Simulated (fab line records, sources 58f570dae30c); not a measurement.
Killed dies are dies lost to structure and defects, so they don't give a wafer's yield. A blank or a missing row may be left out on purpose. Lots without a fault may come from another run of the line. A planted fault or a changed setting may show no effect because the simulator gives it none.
Which tool did it? | flow berkeley_cmos170 | 7 lots, 19 wafers sampled, at 1 step of a route of 331

WHAT THE GAUGES READ, wafer by wafer
UCB170_FIELD_THK_MEAS_91.
lot  | measured    | on            | FIELD_OXIDE_LEFT_2_THK (nm)
L428 | day 5 18:19 | film_metro-04 | 369 365 367
L430 | day 6 13:46 | film_metro-01 | 360 358 359
L433 | day 6 20:05 | film_metro-04 | 368 363 356
L436 | day 7 20:16 | film_metro-04 | 348 350 360
L441 | day 8 18:02 | film_metro-04 | 333 347 346
L443 | day 9 02:59 | film_metro-03 | 362 348 351
L447 | day 9 23:39 | film_metro-03 | 353

WHICH TOOL RAN EACH LOT (tool, then ch and the chambers of the sampled wafers, then the start)
The record holds no process step before these readings.

THE ANSWER, worked out from the rows above alone
Rule: what is usual is taken from the lots themselves. Put in order of their means at a reading, lots are off if they are a third of the lots or fewer, leave a main group of 4 or more, and stand apart from it by a gap of 3 or more times the standard deviation of the main group's means; of several such gaps the widest counts. A main group whose means are all the same, to the digits that the tables above print for the reading, isn't used. A lot without any number at a reading at which 4 lots or more have one is off too. The other lots that the step has rows for count as sound.
No lot is off at any reading shown: from this, nothing can be told.

WHAT THE SIMULATOR HAD PUT IN
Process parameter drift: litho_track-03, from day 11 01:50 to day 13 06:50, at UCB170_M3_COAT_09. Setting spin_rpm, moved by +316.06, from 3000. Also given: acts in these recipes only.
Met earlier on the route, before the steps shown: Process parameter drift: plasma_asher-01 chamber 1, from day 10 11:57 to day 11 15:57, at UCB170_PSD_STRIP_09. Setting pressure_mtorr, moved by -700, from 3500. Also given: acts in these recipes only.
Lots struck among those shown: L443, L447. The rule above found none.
